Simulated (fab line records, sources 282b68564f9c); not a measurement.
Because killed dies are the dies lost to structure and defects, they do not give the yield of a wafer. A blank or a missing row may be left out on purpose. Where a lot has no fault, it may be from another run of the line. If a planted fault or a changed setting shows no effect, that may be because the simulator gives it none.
fab line records	flow rit-cmos
[record] lots = 6	wafers = 18	last-day = 7
route steps=202 shown ACTIVE@1
lots that met no fault: from a run of the same line without faults
start-h: hours from the record's opening day to when the first of the lot's shown wafers began	wait-h: how many hours have passed since the lot's step before this one	" the same as in the row above	L1.1+2: a row that stands for several wafers	- either no value or no given start	* or withheld: withheld	< > ~ a bound
route shown NAME@n: NAME is a module with steps in the file, n the number in the route of the first one	usual: mean/standard deviation taken from wafers without a fault	same: alike in all rows	chamber/n: place in a boat	sites: readings site by site	_std_site: standard deviation of those values	_edge_site: mean of outer sites minus mean of inner sites	radius-mm: for every site, how far away it sits from the centre of the wafer	mask NAME#n: copy n	behind: tool/chamber where the wafer was last shaped	hold: what put the lot on hold/how long, in hours/how the hold closed	device: whichever transistor did not switch (one of n, p or np)	end of line: at the end of the route, the tests of the same wafers	step lacking rows: just its recipe	killed: dies that structure and defects cost at the first sort, which is not the same as the wafer's yield	map: a wafer's dies, x killed, . not, _ none there
set.NAME: the run value of the setting; set.NAME@STEP: its run value at that earlier step	model.NAME: the simulator's own value behind a step, which no gauge read
certain route steps with their lots: each step a table, each wafer a row
services: when a tool's chamber went out of use (start-h, in hours from the record's first day, below 0 if earlier), for how many hours, and the reason
[[steps]]
[step RIT_ACTIVE_BOW_MEAS_00]
[recipe] mode = bow
[usual] INCOMING_BOW = 0/6.7
lot.wafer	tool	chamber	start-h	wait-h	INCOMING_BOW[um]
L765.2	film-metro-02	-	25.02	-	-7
L765.3	"	-	"	"	-1
L765.6	"	-	"	"	8
L767.1	film-metro-02	-	35.00	-	-2
L767.3	"	-	"	"	3
L767.5	"	-	"	"	-2
L768.1	film-metro-03	-	40.00	-	5
L768.2	"	-	"	"	8
L768.4	"	-	"	"	-4
L770.2	film-metro-03	-	50.02	-	-4
L770.3	"	-	"	"	1
L770.6	"	-	"	"	-1
L781.1	film-metro-03	-	105.00	-	1
L781.3	"	-	"	"	-3
L781.4	"	-	"	"	-6
L782.1	film-metro-03	-	110.00	-	6
L782.3	"	-	"	"	2
L782.6	"	-	"	"	-3
[step RIT_ACTIVE_OXIDATION_01]
[recipe] temp-c = 1000	ambient = O2	target-thk-a = 468	ox-time-s = 3360
[step RIT_ACTIVE_THK_MEAS_02]
[recipe] reads = SiO2_of_ACTIVE_OXIDATION_01
[usual] ACTIVE_OXIDE_THK = 46.7/0.68
lot.wafer	tool	chamber	start-h	wait-h	ACTIVE_OXIDE_THK[nm]
L765.2	film-metro-04	-	29.16	0.0	45.8
L765.3	"	-	"	"	46.6
L765.6	"	-	"	"	46.9
L767.1	film-metro-04	-	37.05	0.0	47.3
L767.3	"	-	"	"	47.3
L767.5	"	-	"	"	47.1
L768.1	film-metro-03	-	42.05	0.0	47.2
L768.2	"	-	"	"	46.9
L768.4	"	-	"	"	47.8
L770.2	film-metro-02	-	52.06	0.0	47.0
L770.3	"	-	"	"	46.3
L770.6	"	-	"	"	46.6
L781.1	film-metro-04	-	107.05	0.0	47.5
L781.3	"	-	"	"	47.3
L781.4	"	-	"	"	46.5
L782.1	film-metro-04	-	112.20	0.0	47.2
L782.3	"	-	"	"	47.9
L782.6	"	-	"	"	48.2
[step RIT_ACTIVE_CVD_03]
[recipe] material = Si3N4	target-thk-nm = 150	temp-c = 810	precursor = SiH2Cl2/NH3	time-s = 1500	pressure-mtorr = 300	sih2cl2-flow-sccm = 60	nh3-flow-sccm = 150
lot.wafer	tool	chamber	start-h	wait-h	model.Si3N4_of_ACTIVE_CVD_03.thk-nm
L765.2	lpcvd-02	0	29.21	0.0	150.4
L765.3	"	0	"	"	150.9
L765.6	"	0	"	"	151.8
L767.1	lpcvd-02	1	37.51	0.4	152.3
L767.3	"	1	"	"	151.5
L767.5	"	1	"	"	151.9
L768.1	lpcvd-02	1	42.45	0.4	205.4
L768.2+4	"	1	"	"	203.7
L770.2	lpcvd-02	0	53.43	1.4	203.1
L770.3	"	0	"	"	203.5
L770.6	"	0	"	"	203.2
L781.1	lpcvd-01	0	107.11	0.1	150.1
L781.3+4	"	0	"	"	149.2
L782.1	lpcvd-01	0	113.56	1.4	149.5
L782.3	"	0	"	"	150.4
L782.6	"	0	"	"	149.8
[step RIT_ACTIVE_THK_MEAS_04]
[recipe] reads = Si3N4_of_ACTIVE_CVD_03
[usual] ACTIVE_NITRIDE_THK = 149.5/1.4
lot.wafer	tool	chamber	start-h	wait-h	hold	ACTIVE_NITRIDE_THK[nm]
L765.2	film-metro-02	-	31.34	0.0	-	150.4
L765.3	"	-	"	"	-	150.9
L765.6	"	-	"	"	-	151.9
L767.1	film-metro-02	-	39.63	0.0	-	152.2
L767.3	"	-	"	"	-	151.4
L767.5	"	-	"	"	-	151.9
L768.1	film-metro-02	-	44.58	0.0	await-dispo/0.2h/release	205.5
L768.2	"	-	"	"	await-dispo/0.2h/release	203.6
L768.4	"	-	"	"	await-dispo/0.2h/release	204.0
L768.1	film-metro-02	-	44.81	0.2	-	205.2
L768.2	"	-	"	"	-	203.7
L768.4	"	-	"	"	-	204.0
L770.2	film-metro-04	-	55.56	0.0	await-dispo/0.2h/release	203.1
L770.3	"	-	"	"	await-dispo/0.2h/release	203.4
L770.6	"	-	"	"	await-dispo/0.2h/release	203.3
L770.2	film-metro-04	-	55.79	0.2	-	203.0
L770.3	"	-	"	"	-	203.3
L770.6	"	-	"	"	-	203.1
L781.1	film-metro-04	-	108.53	0.0	-	150.1
L781.3	"	-	"	"	-	149.1
L781.4	"	-	"	"	-	149.3
L782.1	film-metro-02	-	114.97	0.0	-	149.4
L782.3	"	-	"	"	-	150.4
L782.6	"	-	"	"	-	149.9
[step RIT_ACTIVE_COAT_06]
[recipe] resist = NOVOLAK	spin-rpm = 3250	resist-thk-nm = 1000
[step RIT_ACTIVE_SOFTBAKE_07]
[recipe] resist = NOVOLAK	temp-c = 90	time-s = 57.02
[step RIT_ACTIVE_EXPOSE_08]
[recipe] mask-id = M1	na = 0.6	source-shape = conventional	sigma-outer = 0.6	target-cd-nm = 1400	dose-mj = 225
[step RIT_ACTIVE_PEB_09]
[recipe] resist = NOVOLAK	temp-c = withheld	time-s = withheld
[step RIT_ACTIVE_DEVELOP_10]
[recipe] resist = NOVOLAK	develop-time-s = 50	dev-temp-c = 23
[step RIT_ACTIVE_CD_MEAS_11]
[recipe] target-cd-nm = 1400
[usual] cd-nm = 1400.5/1.9
lot.wafer	tool	chamber	start-h	wait-h	cd-nm
L765.2	cd-sem-01	-	32.37	-	1397.8
L765.3	"	-	"	"	1399.1
L765.6	"	-	"	"	1397.3
L767.1	cd-sem-01	-	40.61	-	1402.8
L767.3	"	-	"	"	1401.6
L767.5	"	-	"	"	1400.9
L768.1	cd-sem-02	-	50.63	-	1399.0
L768.2	"	-	"	"	1398.3
L768.4	"	-	"	"	1398.7
L770.2	cd-sem-01	-	65.50	-	1402.8
L770.3	"	-	"	"	1402.2
L770.6	"	-	"	"	1401.7
L781.1	cd-sem-02	-	109.48	-	1399.9
L781.3	"	-	"	"	1400.3
L781.4	"	-	"	"	1398.1
L782.1	cd-sem-01	-	116.02	-	1402.3
L782.3	"	-	"	"	1403.1
L782.6	"	-	"	"	1400.9
[step RIT_ACTIVE_HARDBAKE_12]
[recipe] resist = NOVOLAK	temp-c = 140	time-s = 60
[step RIT_ACTIVE_ETCH_13]
[recipe] stop-on = SiO2	chemistry = SF6	target = Si3N4	time-s = 210	over-etch-frac = 0.4	SF6_flow_sccm = 200	pressure-mtorr = 260	rf-w = 125	target-depth-a = 2100
[usual] drypump-motor-current-A = 5.7/0.32	oes-product-au = 0.821/0.012	rf-fwd-power-W = 124.6/0.39	throttle-valve-pct = 7.59/0.12
lot.wafer	tool	chamber	start-h	wait-h	drypump-motor-current-A	oes-product-au	rf-fwd-power-W	rf-hours-counter-h	throttle-valve-pct	model.ACTIVE.feature-depth-nm	model.etch.depth-nm
L765.2	rie-diel-01	3	32.67	0.1	5.6	0.819	124.8	0	7.79	150.4	150.4
L765.3	"	0	"	"	6.4	0.819	124.2	169	7.68	151.3	150.9
L765.6	"	1	"	"	5.3	0.829	124.8	-	7.44	152.5	151.8
L767.1	rie-diel-03	2	40.88	0.1	5.5	0.829	123.9	5	7.74	152.8	152.3
L767.3	"	1	"	"	5.9	0.825	124.3	125	7.64	153	151.5
L767.5	"	3	"	"	5.9	0.800	124.4	-	7.53	151.9	151.9
L768.1	rie-diel-02	3	50.90	0.1	6.3	0.988	124.2	14	7.47	204.4	204.4
L768.2	"	0	"	"	6.1	0.974	124.7	74	7.46	203.8	203.7
L768.4	"	0	"	"	6.1	0.981	124.7	-	7.46	203.9	203.7
L770.2	rie-diel-01	1	66.06	0.1	5.3	0.984	124.7	100	7.44	203.8	203.1
L770.3	"	2	"	"	5.6	0.989	124.2	6	7.55	203.7	203.5
L770.6	"	1	"	"	5.3	0.985	124.6	-	7.44	203.9	203.2
L781.1	rie-diel-03	0	109.75	0.1	5.3	0.846	124.2	116	7.60	150.7	150.1
L781.3	"	1	"	"	5.9	0.818	124.1	127	7.62	150.6	149.2
L781.4	"	2	"	"	5.5	0.821	124.6	7	7.72	149.7	149.2
L782.1	rie-diel-03	3	116.29	0.1	5.9	0.796	123.8	44	7.54	149.5	149.5
L782.3	"	1	"	"	5.8	0.819	124.6	127	7.60	151.9	150.4
L782.6	"	2	"	"	5.5	0.823	124.5	-	7.71	150.3	149.8
[step RIT_ACTIVE_STRIP_14]
[recipe] chemistry = O2	time-s = 180	resist = NOVOLAK	platen-temp-c = withheld	power-w = 500	pressure-mtorr = 4000	o2-flow-sccm = 4000
[usual] drypump-motor-current-A = 5.8/0.49
lot.wafer	tool	chamber	start-h	wait-h	drypump-motor-current-A	rf-hours-counter-h
L765.2	plasma-asher-03	0	32.80	0.1	6.4	39
L765.3	"	1	"	"	6.7	-
L765.6	"	0	"	"	6.4	-
L767.1	plasma-asher-01	1	41.01	0.1	5.7	25
L767.3	"	0	"	"	5.2	-
L767.5	"	0	"	"	5.1	-
L768.1	plasma-asher-02	0	51.03	0.1	5.8	40
L768.2	"	1	"	"	5.7	40
L768.4	"	1	"	"	5.7	-
L770.2	plasma-asher-01	0	66.24	0.1	5.2	26
L770.3	"	1	"	"	5.7	-
L770.6	"	0	"	"	5.2	-
L781.1	plasma-asher-01	0	109.89	0.1	5.2	33
L781.3	"	1	"	"	5.7	-
L781.4	"	0	"	"	5.2	-
L782.1	plasma-asher-01	1	116.43	0.1	5.8	34
L782.3	"	1	"	"	5.8	-
L782.6	"	1	"	"	5.7	-
[step RIT_ACTIVE_CD_MEAS_90]
[recipe] target-cd-nm = 1400
[usual] cd-nm = 1400.5/1.9
lot.wafer	tool	chamber	start-h	wait-h	cd-nm
L765.2	cd-sem-01	-	32.99	0.1	1397.9
L765.3	"	-	"	"	1399.3
L765.6	"	-	"	"	1397.9
L767.1	cd-sem-02	-	41.19	0.1	1402.9
L767.3	"	-	"	"	1401.4
L767.5	"	-	"	"	1400.3
L768.1	cd-sem-01	-	51.21	0.1	1398.9
L768.2	"	-	"	"	1398.6
L768.4	"	-	"	"	1398.8
L770.2	cd-sem-01	-	66.43	0.1	1403.2
L770.3	"	-	"	"	1402.7
L770.6	"	-	"	"	1401.8
L781.1	cd-sem-01	-	110.06	0.1	1399.9
L781.3	"	-	"	"	1400.3
L781.4	"	-	"	"	1397.5
L782.1	cd-sem-01	-	116.60	0.1	1402.5
L782.3	"	-	"	"	1402.9
L782.6	"	-	"	"	1401.0
[step RIT_ACTIVE_CLEAN_15]
[recipe] chemistry = SC1	mix = 3:3:50	time-s = 600	temp-c = 75
[step RIT_ACTIVE_CLEAN_16]
[recipe] chemistry = dHF	dilution = 50:1	time-s = 30
lot.wafer	tool	chamber	start-h	wait-h	model.Si3N4_of_ACTIVE_CVD_03.thk-nm
L765.2	wet-bench-03	2	33.27	0.0	149.6
L765.3	"	2	"	"	150.1
L765.6	"	2	"	"	151
L767.1	wet-bench-03	2	41.52	0.0	151.5
L767.3	"	2	"	"	150.6
L767.5	"	2	"	"	151
L768.1	wet-bench-02	0	51.52	0.0	204.5
L768.2	"	0	"	"	202.8
L768.4	"	0	"	"	202.9
L770.2	wet-bench-02	0	66.71	0.0	202.2
L770.3	"	0	"	"	202.6
L770.6	"	0	"	"	202.4
L781.1	wet-bench-02	0	110.36	0.0	149.3
L781.3	"	0	"	"	148.3
L781.4	"	0	"	"	148.4
L782.1	wet-bench-04	0	116.90	0.0	148.7
L782.3	"	0	"	"	149.6
L782.6	"	0	"	"	149
[step RIT_ACTIVE_CLEAN_17]
[recipe] chemistry = SC2	mix = 3:3:50	time-s = 600	temp-c = 75	dry = n2-spin
[[services]]
tool	chamber	start-h	hours	kind
plasma-asher-02	-	27.74	2.8	pm
wet-bench-02	-	38.63	5.0	repair
rie-diel-02	1	39.79	25.5	repair
rie-diel-01	0	55.11	2.8	repair
rie-diel-01	0	57.90	-	clean
rie-diel-01	0	57.90	17.9	scheduled-down
rie-diel-01	0	57.90	17.9	vent-cycle
wet-bench-04	-	78.48	3.8	repair
plasma-asher-02	-	91.14	0.5	repair
plasma-asher-02	-	105.39	0.4	repair
plasma-asher-02	-	108.81	9.0	pm
plasma-asher-02	0	108.81	9.0	vent-cycle
plasma-asher-02	1	108.81	9.0	vent-cycle
rie-diel-03	0	111.88	6.7	repair
[[key]]
[first-sign] step = RIT_ACTIVE_THK_MEAS_04	reading = visit	direction = added
[effect] step = RIT_ACTIVE_THK_MEAS_04	reading = ACTIVE_NITRIDE_THK	direction = up	sigmas = 39	usual = 149.5	struck = 203.8
[effect] step = RIT_ACTIVE_ETCH_13	reading = oes-product-au	direction = up	sigmas = 13	usual = 0.821	struck = 0.984	through = control-loop
[model-effect] step = RIT_ACTIVE_CVD_03	value = Si3N4_of_ACTIVE_CVD_03.thk-nm	without = 149.8	struck = 203.8
[model-effect] step = RIT_ACTIVE_ETCH_13	value = ACTIVE.feature-depth-nm	without = 150.1	struck = 203.9
[model-effect] step = RIT_ACTIVE_CLEAN_16	value = Si3N4_of_ACTIVE_CVD_03.thk-nm	without = 148.9	struck = 202.9
met-at RIT_ACTIVE_CVD_03
struck-wafers L768.1,L768.2,L768.4,L770.2,L770.3,L770.6
later-rows-left-out L768.1
sort-left-out L768.1,L768.2,L768.4,L770.2,L770.3,L770.6
tester-left-out L768,L770
[loop-trim] step = RIT_ACTIVE_EXPOSE_08	setting = dose	lots = L770
onset-between 37.51 42.45
[fault] kind = process-parameter-drift	tool = lpcvd-02	chamber = -	onset-h = 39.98	steps = RIT_ACTIVE_CVD_03	channel = target-thk-nm	offset = 53.966	shape = step	end-h = 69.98	acts-in = these-recipes-only	stated = 150
// tester-left-out: of these lots the tester's yield and bins aren't shown, on N5 and GAA mostly nor the transistor test; their killed dies are dies lost to structure and defects alone, not to doping, threshold or leakage, so they don't give the yield
// sort-left-out: the simulated sort isn't trusted on such a fault, so these wafers' sort isn't shown, and their yield isn't known
// later-rows-left-out: the simulator's readings of these wafers behind a module that went badly wrong aren't trusted and aren't shown, but for the sort
// loop-trim: a control loop set the setting to another value than it would have without faults
